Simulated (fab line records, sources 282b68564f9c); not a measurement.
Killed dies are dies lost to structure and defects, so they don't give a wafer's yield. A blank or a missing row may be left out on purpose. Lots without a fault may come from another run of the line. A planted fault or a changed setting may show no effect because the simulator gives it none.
Split-lot experiment | flow rit_cmos | 5 lots, 23 wafers read, on a route of 202 steps

THE SPLIT
At RIT_NRETRO_SOFTBAKE_02 (time 60 s), the setting temp_c was moved away from the recipe's 90 C on 4 of the 23 wafers read, by -2.9% to -2.1%. The other wafers ran this setting at the recipe's value.

FROM THE SPLIT TO THE READING: what the file shows between them, 2 steps
- RIT_NRETRO_EXPOSE_03: exposes mask M4, target cd 43900 nm
- RIT_NRETRO_PEB_04

THE READING
NOVOLAK_of_NRETRO_COAT_01.thk_nm (the simulator's own value, which no gauge read), in nm, at RIT_NRETRO_DEVELOP_05 (develop time 68 s). The file gives no usual value for it. The 19 wafers here that ran the recipe average 1313 nm, standard deviation 3.2 nm.

wafer  | tool, chamber at the split | temp_c as run, C | against the recipe | NOVOLAK_of_NRETRO_COAT_01.thk_nm, nm | against lot-mates on the recipe
L074.2 | litho_track-01, 0          | 90               | recipe             | 1307                                 | -
L074.3 | litho_track-01, 0          | 90               | recipe             | 1310                                 | -
L074.6 | litho_track-01, 0          | 90               | recipe             | 1308                                 | -
L075.1 | litho_track-04, 0          | 87.39            | -2.9%              | 1320                                 | +8
L075.2 | litho_track-04, 0          | 90               | recipe             | 1312                                 | -
L075.3 | litho_track-04, 0          | 90               | recipe             | 1313                                 | -
L075.5 | litho_track-04, 0          | 90               | recipe             | 1311                                 | -
L075.6 | litho_track-04, 0          | 87.39            | -2.9%              | 1321                                 | +9
L079.1 | litho_track-04, 0          | 90               | recipe             | 1311                                 | -
L079.2 | litho_track-04, 0          | 90               | recipe             | 1310                                 | -
L079.6 | litho_track-04, 0          | 90               | recipe             | 1310                                 | -
L079.3 | litho_track-04, 0          | 90               | recipe             | 1313                                 | -
L079.5 | litho_track-04, 0          | 90               | recipe             | 1315                                 | -
L083.1 | litho_track-01, 0          | 88.15            | -2.1%              | 1323                                 | +9
L083.3 | litho_track-01, 0          | 88.15            | -2.1%              | 1323                                 | +9
L083.2 | litho_track-01, 0          | 90               | recipe             | 1315                                 | -
L083.5 | litho_track-01, 0          | 90               | recipe             | 1314                                 | -
L083.6 | litho_track-01, 0          | 90               | recipe             | 1314                                 | -
L084.1 | litho_track-04, 0          | 90               | recipe             | 1318                                 | -
L084.2 | litho_track-04, 0          | 90               | recipe             | 1315                                 | -
L084.3 | litho_track-04, 0          | 90               | recipe             | 1315                                 | -
L084.4 | litho_track-04, 0          | 90               | recipe             | 1320                                 | -
L084.6 | litho_track-04, 0          | 90               | recipe             | 1316                                 | -

THE FIT
A straight line over all 23 wafers: NOVOLAK_of_NRETRO_COAT_01.thk_nm changes by -3.31 nm for each +1% of temp_c; r = -0.71; the points scatter about the line by 3.3 nm.
The same after taking each lot's own level away (the mean of its wafers on the recipe; 23 wafers): -3.34 nm for each +1%; r = -0.90; scatter 1.6 nm.
On that fit, the largest move of temp_c shifts the reading by 9.7 nm.
The lots' own levels span 1308.3 to 1316.8 nm, that is 2.6 times the standard deviation above.
So the lot-to-lot level blurs the effect unless lot-mates are compared.
Check: with one of the wafers moved furthest among these (-2.9%) left out of the fit, the line predicts +10.6 nm for it against its lot-mates. It came out at +8 nm against them.

OTHER SPLITS ON THESE WAFERS
These wafers also went through other splits before the reading. Each is held against what the fit with the lots' levels taken away leaves over:
other split on the same wafers    | wafers away from the commonest value | r with NOVOLAK_of_NRETRO_COAT_01.thk_nm (lot level and that fit taken away)
RIT_ACTIVE_OXIDATION_01 ox_time_s | 15                                   | -0.04
RIT_ACTIVE_COAT_06 spin_rpm       | 7                                    | +0.33
RIT_NWELL_COAT_01 resist_thk_nm   | 7                                    | +0.20
RIT_NWELL_IMPLANT_08 energy_kev   | 10                                   | -0.28

THE FILE'S OWN FIT
NOVOLAK_of_NRETRO_COAT_01.thk_nm changes by -3.32 nm for each +1% of temp_c, r = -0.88.
